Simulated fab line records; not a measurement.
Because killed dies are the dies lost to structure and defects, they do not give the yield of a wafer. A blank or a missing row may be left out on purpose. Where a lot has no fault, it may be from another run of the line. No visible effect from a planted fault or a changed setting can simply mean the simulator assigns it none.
fab line records	flow berkeley-cmos170
[record] lots = 5	wafers = 15	last-day = 12
route steps=331 shown NSD@188 BACKSIDE@199 SDANNEAL@204 PSD@206 PLDD@208 NLDD@209 SILICIDE@210
lots that met no fault: from a run of the same line without faults
start-h: the number of hours between the record's first day and the start of the first shown wafer of the lot	wait-h: hours elapsed since this lot's preceding step	" unchanged from the row above	L1.1+2: a row that stands for several wafers	- no value, or no start given	* or withheld: withheld	< > ~ a bound
route shown NAME@n: a module of which the file shows steps, and the number in the route of the first	usual: the fault-free wafers' mean and standard deviation	same: alike in all rows	chamber/n: place in a boat	sites: per-site readings	_std_site: their standard deviation	_edge_site: inner sites' mean taken away from outer sites' mean	radius-mm: how far each site lies from the wafer's centre	mask NAME#n: copy n	behind: the last tool/chamber to shape the wafer	hold: the reason the lot was held/the length of the hold in hours/how it ended	device: which transistor (n, p or np) failed to switch	end of line: the tests these same wafers got at the end of their route	a step given without rows: its recipe and nothing more	killed: dies that structure and defects cost at the first sort, which is not the same as the wafer's yield	map: per-die view of a wafer (x killed, . not killed, _ where there is no die)
set.NAME: the setting the step ran with; set.NAME@STEP: the setting that earlier step ran with	model.NAME: the simulator's own value behind a step, which no gauge read
a table for each step, a row for each wafer; lots at some steps of the route
services: from which hour (start-h, from the record's first day; less than 0 if before it) a tool's chamber was out of use, for how many hours, and why
[[steps]]
[step UCB170_NSD_COAT_01]
[recipe] resist = KrF	spin-rpm = 1500	resist-thk-nm = 900
[usual] resist-line-temp-C = 23.01/0.092	spin-speed-rpm = 1499.8/1.2
lot.wafer	tool	chamber	start-h	wait-h	resist-line-temp-C	spin-speed-rpm
L078.2	litho-track-03	0	148.11	0.1	23.10	1500.1
L078.4	"	0	"	"	22.91	1498.8
L078.6	"	0	"	"	22.98	1499.2
L081.3	litho-track-03	0	180.56	0.1	23.01	1501.0
L081.4	"	0	"	"	23.16	1503.0
L081.5	"	0	"	"	23.04	1499.9
L086.3	litho-track-03	0	210.11	0.1	23.01	1498.8
L086.5	"	0	"	"	23.13	1500.4
L086.6	"	0	"	"	23.19	1498.5
L087.1	litho-track-02	0	220.32	0.1	22.96	1500.0
L087.5	"	0	"	"	22.90	1501.1
L087.6	"	0	"	"	22.82	1499.1
L093.1	litho-track-03	0	248.00	0.1	22.98	1500.4
L093.2	"	0	"	"	23.10	1499.7
L093.5	"	0	"	"	23.06	1499.7
[step UCB170_NSD_SOFTBAKE_02]
[recipe] resist = KrF	temp-c = 130	time-s = 60
[usual] resist-line-temp-C = 22.99/0.1
lot.wafer	tool	chamber	start-h	wait-h	resist-line-temp-C
L078.2	litho-track-03	0	148.26	0.1	23.00
L078.4	"	0	"	"	23.03
L078.6	"	0	"	"	23.11
L081.3	litho-track-03	0	180.71	0.1	22.92
L081.4	"	0	"	"	23.04
L081.5	"	0	"	"	23.04
L086.3	litho-track-03	0	210.26	0.1	23.06
L086.5	"	0	"	"	23.06
L086.6	"	0	"	"	23.06
L087.1	litho-track-02	0	220.47	0.1	22.81
L087.5	"	0	"	"	22.90
L087.6	"	0	"	"	22.98
L093.1	litho-track-03	0	248.15	0.1	23.04
L093.2	"	0	"	"	23.01
L093.5	"	0	"	"	23.05
[step UCB170_NSD_EXPOSE_03]
[recipe] mask-id = NSELECT_MOD	na = 0.5	sigma-outer = 0.6	source-shape = conventional	target-cd-nm = 1200	dose-mj = 30
lot.wafer	tool	chamber	start-h	wait-h	mask
L078.2+4+6	krf-scanner-01	0	148.40	0.1	NSELECT_MOD#0
L081.3+4+5	krf-scanner-02	0	180.85	0.1	NSELECT_MOD#0
L086.3+5+6	krf-scanner-01	0	210.53	0.2	NSELECT_MOD#0
L087.1+5+6	krf-scanner-02	0	220.79	0.3	NSELECT_MOD#0
L093.1+2+5	krf-scanner-02	0	248.30	0.1	NSELECT_MOD#0
[step UCB170_NSD_PEB_04]
[recipe] peb-temp-c = 130	peb-time-s = withheld	resist = KrF
[usual] resist-line-temp-C = 23.01/0.1
lot.wafer	tool	chamber	start-h	wait-h	resist-line-temp-C
L078.2	litho-track-03	0	148.86	0.4	23.06
L078.4	"	0	"	"	23.05
L078.6	"	0	"	"	22.86
L081.3	litho-track-03	0	181.13	0.3	23.15
L081.4	"	0	"	"	22.98
L081.5	"	0	"	"	22.90
L086.3	litho-track-03	0	210.66	0.1	22.97
L086.5	"	0	"	"	22.87
L086.6	"	0	"	"	23.04
L087.1	litho-track-03	0	221.59	0.8	23.20
L087.5	"	0	"	"	23.19
L087.6	"	0	"	"	23.34
L093.1	litho-track-03	0	248.85	0.5	23.06
L093.2	"	0	"	"	23.12
L093.5	"	0	"	"	22.94
[step UCB170_NSD_DEVELOP_05]
[recipe] developer = TMAH	develop-time-s = 45	resist = KrF	dev-temp-c = 21
[usual] resist-line-temp-C = 22.99/0.1
lot.wafer	tool	chamber	start-h	wait-h	resist-line-temp-C
L078.2	litho-track-03	0	-	-	23.05
L078.4	"	0	"	"	23.17
L078.6	"	0	"	"	22.92
L081.3	litho-track-03	0	-	-	23.13
L081.4	"	0	"	"	22.98
L081.5	"	0	"	"	22.99
L086.3	litho-track-03	0	-	-	23.06
L086.5	"	0	"	"	23.20
L086.6	"	0	"	"	22.95
L087.1	litho-track-03	0	-	-	22.99
L087.5	"	0	"	"	23.07
L087.6	"	0	"	"	22.82
L093.1	litho-track-03	0	-	-	22.93
L093.2	"	0	"	"	22.94
L093.5	"	0	"	"	22.99
[step UCB170_NSD_CD_MEAS_06]
[recipe] target-cd-nm = 1200
[usual] cd-nm = 1199.7/1.5
lot.wafer	tool	chamber	start-h	wait-h	cd-nm
L078.2	cd-sem-02	-	149.13	-	1200.7
L078.4	"	-	"	"	1197.5
L078.6	"	-	"	"	1198.1
L081.3	cd-sem-01	-	181.40	-	1201.4
L081.4	"	-	"	"	1200.2
L081.5	"	-	"	"	1202.2
L086.3	cd-sem-02	-	210.92	-	1198.4
L086.5	"	-	"	"	1198.1
L086.6	"	-	"	"	1200.2
L087.1	cd-sem-01	-	221.86	-	1200.7
L087.5	"	-	"	"	1200.3
L087.6	"	-	"	"	1199.8
L093.1	cd-sem-01	-	249.12	-	1195.5
L093.2	"	-	"	"	1196.9
L093.5	"	-	"	"	1198.9
[step UCB170_NSD_OVL_MEAS_07]
[usual] NSD_OVL = 1/6.1
lot.wafer	tool	chamber	start-h	wait-h	NSD_OVL[nm]
L078.2	overlay-01	-	149.24	0.1	-4
L078.4	"	-	"	"	-1
L078.6	"	-	"	"	-5
L081.3	overlay-01	-	181.49	0.1	0
L081.4	"	-	"	"	-3
L081.5	"	-	"	"	-4
L086.3	overlay-02	-	211.01	0.1	3
L086.5	"	-	"	"	-5
L086.6	"	-	"	"	4
L087.1	overlay-02	-	221.98	0.1	7
L087.5	"	-	"	"	3
L087.6	"	-	"	"	4
L093.1	overlay-02	-	249.24	0.1	-3
L093.2	"	-	"	"	8
L093.5	"	-	"	"	-1
[step UCB170_NSD_IMPLANT_08]
[recipe] species = P	dose-cm2 = 3e+15	energy-kev = 40	tilt-deg = 7
lot.wafer	tool	chamber	start-h	wait-h
L078.2+4+6	implanter-02	0	149.29	0.0
L081.3+4+5	implanter-01	0	181.56	0.1
L086.3+5+6	implanter-03	0	211.09	0.1
L087.1+5+6	implanter-02	0	222.02	0.0
L093.1+2+5	implanter-01	0	249.28	0.0
[step UCB170_NSD_STRIP_09]
[recipe] chemistry = O2	power-w = 400	pressure-mtorr = 3500	platen-temp-c = withheld	o2-flow-sccm = 400	overash-fraction = 0.5
[usual] drypump-motor-current-A = 6.0/0.51	o2-flow-sccm = 400.2/1.1	oes-product-au = 0.534/0.0047	strip-time-to-endpoint-s = 35.84/0.074
lot.wafer	tool	chamber	start-h	wait-h	drypump-motor-current-A	o2-flow-sccm	oes-product-au	rf-hours-counter-h	strip-time-to-endpoint-s
L078.2	plasma-asher-04	1	149.42	0.1	5.5	399.3	0.537	4	35.74
L078.4	"	1	"	"	5.5	400.3	0.529	-	35.82
L078.6	"	1	"	"	5.5	398.0	0.521	-	35.92
L081.3	plasma-asher-03	1	181.70	0.1	5.9	400.2	0.532	-	35.84
L081.4	"	0	"	"	6.2	400.3	0.545	-	35.82
L081.5	"	1	"	"	5.9	399.9	0.524	-	35.86
L086.3	plasma-asher-04	0	211.22	0.1	6.6	401.4	0.534	-	35.83
L086.5	"	1	"	"	5.5	396.5	0.537	-	35.91
L086.6	"	0	"	"	6.6	398.8	0.535	-	35.82
L087.1	plasma-asher-03	0	222.17	0.1	6.3	400.5	0.532	46	35.99
L087.5	"	1	"	"	5.9	399.8	0.535	-	35.90
L087.6	"	0	"	"	6.2	400.4	0.532	-	35.89
L093.1	plasma-asher-03	0	249.43	0.1	6.2	401.2	0.537	48	35.78
L093.2	"	1	"	"	6.0	400.4	0.539	48	35.74
L093.5	"	0	"	"	6.2	400.3	0.539	-	35.77
[step UCB170_NSD_TW_MEAS_10]
[usual] NSD_TW = 4219/36
lot.wafer	tool	chamber	start-h	wait-h	NSD_TW
L078.2	film-metro-01	-	149.53	0.1	4192
L078.4	"	-	"	"	4179
L078.6	"	-	"	"	4182
L081.3	film-metro-04	-	181.78	0.1	4237
L081.4	"	-	"	"	4243
L081.5	"	-	"	"	4237
L086.3	film-metro-01	-	211.31	0.1	4193
L086.5	"	-	"	"	4167
L086.6	"	-	"	"	4158
L087.1	film-metro-04	-	222.27	0.1	4263
L087.5	"	-	"	"	4258
L087.6	"	-	"	"	4298
L093.1	film-metro-03	-	249.53	0.1	4245
L093.2	"	-	"	"	4253
L093.5	"	-	"	"	4277
[step UCB170_NSD_CLEAN_11]
[recipe] chemistry = SPM	temp-c = 120	time-s = 600
lot.wafer	tool	chamber	start-h	wait-h
L078.2+4+6	wet-bench-04	2	149.58	0.0
L081.3+4+5	wet-bench-04	3	181.82	0.0
L086.3+5+6	wet-bench-04	1	211.35	0.0
L087.1+5+6	wet-bench-01	3	224.42	2.1
L093.1+2+5	wet-bench-04	1	249.70	0.2
[step UCB170_BACKSIDE_HMDS_00]
[recipe] prime-time-s = 60	prime-temp-c = 100
[usual] resist-line-temp-C = 23.02/0.098
lot.wafer	tool	chamber	start-h	wait-h	resist-line-temp-C
L078.2	litho-track-01	0	149.78	0.0	22.91
L078.4	"	0	"	"	23.05
L078.6	"	0	"	"	23.15
L081.3	litho-track-01	0	182.05	0.1	23.11
L081.4	"	0	"	"	23.04
L081.5	"	0	"	"	23.05
L086.3	litho-track-01	0	211.78	0.1	23.08
L086.5	"	0	"	"	22.89
L086.6	"	0	"	"	23.07
L087.1	litho-track-04	0	224.60	0.0	22.91
L087.5	"	0	"	"	23.03
L087.6	"	0	"	"	23.07
L093.1	litho-track-04	0	250.50	0.6	23.08
L093.2	"	0	"	"	22.87
L093.5	"	0	"	"	22.94
[step UCB170_BACKSIDE_COAT_01]
[recipe] resist = KrF	spin-rpm = 1500	resist-thk-nm = 900
[usual] resist-line-temp-C = 23.00/0.12	spin-speed-rpm = 1499.9/1.1
lot.wafer	tool	chamber	start-h	wait-h	resist-line-temp-C	spin-speed-rpm
L078.2	litho-track-01	0	149.93	0.1	22.95	1500.9
L078.4	"	0	"	"	22.80	1499.5
L078.6	"	0	"	"	23.04	1500.7
L081.3	litho-track-01	0	182.20	0.1	22.93	1499.7
L081.4	"	0	"	"	22.89	1500.3
L081.5	"	0	"	"	22.89	1499.2
L086.3	litho-track-01	0	211.93	0.1	23.00	1501.9
L086.5	"	0	"	"	23.09	1500.1
L086.6	"	0	"	"	22.96	1501.0
L087.1	litho-track-04	0	224.75	0.1	22.91	1500.4
L087.5	"	0	"	"	23.06	1499.3
L087.6	"	0	"	"	22.95	1499.9
L093.1	litho-track-04	0	250.65	0.1	23.00	1499.0
L093.2	"	0	"	"	23.10	1499.6
L093.5	"	0	"	"	23.08	1500.0
[step UCB170_BACKSIDE_SOFTBAKE_02]
[recipe] resist = KrF	temp-c = 130	time-s = 60
[usual] resist-line-temp-C = 22.99/0.1
lot.wafer	tool	chamber	start-h	wait-h	resist-line-temp-C
L078.2	litho-track-01	0	150.08	0.1	22.89
L078.4	"	0	"	"	23.12
L078.6	"	0	"	"	23.03
L081.3	litho-track-01	0	182.35	0.1	23.02
L081.4	"	0	"	"	22.86
L081.5	"	0	"	"	23.02
L086.3	litho-track-01	0	212.08	0.1	23.04
L086.5	"	0	"	"	22.86
L086.6	"	0	"	"	22.96
L087.1	litho-track-04	0	224.90	0.1	23.05
L087.5	"	0	"	"	23.13
L087.6	"	0	"	"	23.11
L093.1	litho-track-04	0	250.80	0.1	23.04
L093.2	"	0	"	"	23.05
L093.5	"	0	"	"	22.99
[step UCB170_BACKSIDE_STRIP_03]
[recipe] chemistry = O2	power-w = 400	pressure-mtorr = 3500	platen-temp-c = withheld	o2-flow-sccm = 400	overash-fraction = 0.5
[usual] drypump-motor-current-A = 5.8/0.69	o2-flow-sccm = 400.2/1.1	oes-product-au = 0.735/0.004	strip-time-to-endpoint-s = 21.97/0.061
lot.wafer	tool	chamber	start-h	wait-h	drypump-motor-current-A	o2-flow-sccm	oes-product-au	rf-hours-counter-h	strip-time-to-endpoint-s
L078.2	plasma-asher-04	0	150.20	0.1	6.6	400.5	0.736	4	21.97
L078.4	"	1	"	"	5.6	401.4	0.738	-	21.91
L078.6	"	0	"	"	6.6	399.5	0.733	-	21.92
L081.3	plasma-asher-04	1	182.48	0.1	5.5	399.6	0.729	-	21.98
L081.4	"	0	"	"	6.6	401.3	0.733	-	21.94
L081.5	"	1	"	"	5.5	400.7	0.739	-	22.02
L086.3	plasma-asher-01	1	212.21	0.1	6.6	400.7	0.731	-	21.89
L086.5	"	0	"	"	4.9	402.3	0.737	-	22.00
L086.6	"	1	"	"	6.6	399.7	0.731	-	22.01
L087.1	plasma-asher-02	0	225.05	0.1	5.2	400.1	0.728	47	21.94
L087.5	"	1	"	"	5.4	401.0	0.738	-	21.93
L087.6	"	0	"	"	5.2	401.0	0.730	-	21.93
L093.1	plasma-asher-02	1	250.95	0.1	5.4	401.4	0.736	50	21.89
L093.2	"	0	"	"	5.2	399.9	0.735	50	21.87
L093.5	"	0	"	"	5.2	399.5	0.731	-	21.91
[step UCB170_BACKSIDE_CLEAN_04]
[recipe] chemistry = SPM	temp-c = 120	time-s = 600
lot.wafer	tool	chamber	start-h	wait-h
L078.2+4+6	wet-bench-04	0	150.30	0.1
L081.3+4+5	wet-bench-04	3	182.55	0.0
L086.3+5+6	wet-bench-03	2	212.28	0.0
L087.1+5+6	wet-bench-04	1	225.31	0.2
L093.1+2+5	wet-bench-04	2	251.09	0.1
[step UCB170_SDANNEAL_RTA_00]
[recipe] temp-c = 900	time-s = 10	ambient = N2
[usual] lamp-power-pct = 24.51/0.07	wafer_temp_C_max = 904.1/0.87
lot.wafer	tool	chamber	start-h	wait-h	lamp-power-pct	wafer_temp_C_max
L078.2	rtp-anneal-01	0	150.49	0.0	24.41	905.5
L078.4	"	0	"	"	24.40	905.2
L078.6	"	0	"	"	24.46	904.4
L081.3	rtp-anneal-01	0	182.94	0.0	24.45	904.6
L081.4	"	0	"	"	24.39	902.6
L081.5	"	0	"	"	24.46	904.2
L086.3	rtp-anneal-01	0	212.48	0.0	24.43	903.5
L086.5	"	0	"	"	24.41	903.7
L086.6	"	0	"	"	24.45	903.5
L087.1	rtp-anneal-01	0	225.63	0.1	24.43	903.3
L087.5	"	0	"	"	24.47	904.2
L087.6	"	0	"	"	24.44	904.8
L093.1	rtp-anneal-02	0	251.27	0.0	24.57	904.1
L093.2	"	0	"	"	24.61	902.9
L093.5	"	0	"	"	24.57	903.4
[step UCB170_SDANNEAL_RTA_01]
[recipe] temp-c = 1050	time-s = 5	ambient = N2
[usual] lamp-power-pct = 37.84/0.11	wafer_temp_C_max = 1054.7/0.97
lot.wafer	tool	chamber	start-h	wait-h	lamp-power-pct	wafer_temp_C_max
L078.2	rtp-anneal-01	0	150.55	0.1	37.72	1054.6
L078.4	"	0	"	"	37.66	1056.4
L078.6	"	0	"	"	37.67	1053.9
L081.3	rtp-anneal-01	0	183.07	0.1	37.77	1054.7
L081.4	"	0	"	"	37.74	1053.8
L081.5	"	0	"	"	37.67	1056.2
L086.3	rtp-anneal-01	0	212.54	0.1	37.69	1055.4
L086.5	"	0	"	"	37.69	1056.0
L086.6	"	0	"	"	37.73	1054.7
L087.1	rtp-anneal-01	0	225.70	0.1	37.74	1055.4
L087.5	"	0	"	"	37.71	1057.0
L087.6	"	0	"	"	37.81	1054.1
L093.1	rtp-anneal-02	0	251.33	0.1	37.96	1054.1
L093.2	"	0	"	"	37.91	1054.4
L093.5	"	0	"	"	37.92	1054.7
[step UCB170_SDANNEAL_RS_MEAS_02]
[recipe] thk-meas-gauge = four-point-probe
[usual] PSD_RS = 75.5/0.39
lot.wafer	tool	chamber	start-h	wait-h	PSD_RS[ohm/sq]
L078.2	film-metro-03	-	150.62	0.1	75.1
L078.4	"	-	"	"	75.2
L078.6	"	-	"	"	75.1
L081.3	film-metro-04	-	183.19	0.1	75.6
L081.4	"	-	"	"	75.3
L081.5	"	-	"	"	75.4
L086.3	film-metro-04	-	212.62	0.1	76.1
L086.5	"	-	"	"	76.1
L086.6	"	-	"	"	75.8
L087.1	film-metro-04	-	225.75	0.0	75.4
L087.5	"	-	"	"	75.1
L087.6	"	-	"	"	75.5
L093.1	film-metro-01	-	251.39	0.0	76.2
L093.2	"	-	"	"	75.8
L093.5	"	-	"	"	76.0
[step UCB170_SDANNEAL_RS_MEAS_03]
[recipe] thk-meas-gauge = four-point-probe
[usual] NSD_RS = 37.24/0.082
lot.wafer	tool	chamber	start-h	wait-h	NSD_RS[ohm/sq]
L078.2	film-metro-03	-	150.74	0.1	37.30
L078.4	"	-	"	"	37.41
L078.6	"	-	"	"	37.30
L081.3	film-metro-04	-	183.31	0.1	37.14
L081.4	"	-	"	"	37.17
L081.5	"	-	"	"	37.12
L086.3	film-metro-04	-	212.74	0.1	37.27
L086.5	"	-	"	"	37.26
L086.6	"	-	"	"	37.26
L087.1	film-metro-04	-	225.87	0.1	37.23
L087.5	"	-	"	"	37.19
L087.6	"	-	"	"	37.22
L093.1	film-metro-01	-	251.51	0.1	37.37
L093.2	"	-	"	"	37.18
L093.5	"	-	"	"	37.32
[step UCB170_SDANNEAL_RS_MEAS_04]
[recipe] thk-meas-gauge = four-point-probe
[usual] PLDD_RS = 1030.5/2.4
lot.wafer	tool	chamber	start-h	wait-h	PLDD_RS[ohm/sq]
L078.2	film-metro-03	-	150.86	0.1	1029.0
L078.4	"	-	"	"	1028.9
L078.6	"	-	"	"	1030.3
L081.3	film-metro-04	-	183.43	0.1	1027.8
L081.4	"	-	"	"	1026.3
L081.5	"	-	"	"	1027.8
L086.3	film-metro-04	-	212.86	0.1	1031.3
L086.5	"	-	"	"	1029.6
L086.6	"	-	"	"	1032.1
L087.1	film-metro-04	-	225.99	0.1	1031.6
L087.5	"	-	"	"	1030.6
L087.6	"	-	"	"	1032.1
L093.1	film-metro-01	-	251.63	0.1	1032.1
L093.2	"	-	"	"	1030.4
L093.5	"	-	"	"	1031.4
[step UCB170_SDANNEAL_RS_MEAS_05]
[recipe] thk-meas-gauge = four-point-probe
[usual] NLDD_RS = 618.9/1.3
lot.wafer	tool	chamber	start-h	wait-h	NLDD_RS[ohm/sq]
L078.2	film-metro-03	-	150.98	0.1	618.4
L078.4	"	-	"	"	618.8
L078.6	"	-	"	"	619.2
L081.3	film-metro-04	-	183.55	0.1	617.9
L081.4	"	-	"	"	621.5
L081.5	"	-	"	"	619.6
L086.3	film-metro-04	-	212.98	0.1	620.8
L086.5	"	-	"	"	618.3
L086.6	"	-	"	"	617.2
L087.1	film-metro-04	-	226.11	0.1	619.1
L087.5	"	-	"	"	619.1
L087.6	"	-	"	"	619.4
L093.1	film-metro-01	-	251.75	0.1	619.1
L093.2	"	-	"	"	619.6
L093.5	"	-	"	"	619.8
[step UCB170_SILICIDE_PRE_CLEAN_00]
[recipe] gas = Ar	preclean-etch-time-s = 60
[same] preclean-etch-time-s = 60
lot.wafer	tool	chamber	start-h	wait-h
L078.2+4+6	pvd-sputter-04	-	151.08	0.1
L081.3+4+5	pvd-sputter-03	-	183.63	0.1
L086.3+5+6	pvd-sputter-02	-	213.06	0.1
L087.1+5+6	pvd-sputter-04	-	226.23	0.1
L093.1+2+5	pvd-sputter-03	-	251.87	0.1
[[services]]
tool	chamber	start-h	hours	kind
pvd-sputter-04	-	126.02	3.3	repair
plasma-asher-02	-	150.46	2.8	pm
plasma-asher-04	-	153.72	8.6	repair
pvd-sputter-04	-	155.33	3.3	repair
krf-scanner-01	-	158.27	1.0	pm
krf-scanner-01	-	159.27	1.3	pm
pvd-sputter-04	-	160.83	3.2	repair
implanter-02	-	161.43	3.1	repair
implanter-02	-	161.94	2.4	repair
implanter-01	-	170.14	2.5	repair
krf-scanner-02	-	175.88	4.0	pm
pvd-sputter-03	-	196.88	2.0	repair
krf-scanner-02	-	208.10	2.6	repair
krf-scanner-02	-	210.73	1.0	pm
implanter-03	-	211.48	9.3	pm
krf-scanner-01	-	214.60	0.8	pm
plasma-asher-03	-	219.91	0.7	repair
pvd-sputter-02	-	220.33	9.2	repair
krf-scanner-02	-	230.31	3.6	repair
krf-scanner-02	-	235.61	1.9	repair
krf-scanner-01	-	238.18	3.6	pm
krf-scanner-02	-	241.11	0.1	repair
krf-scanner-02	0	244.08	-	calibration
krf-scanner-02	-	244.23	1.3	pm
[[key]]
fault none
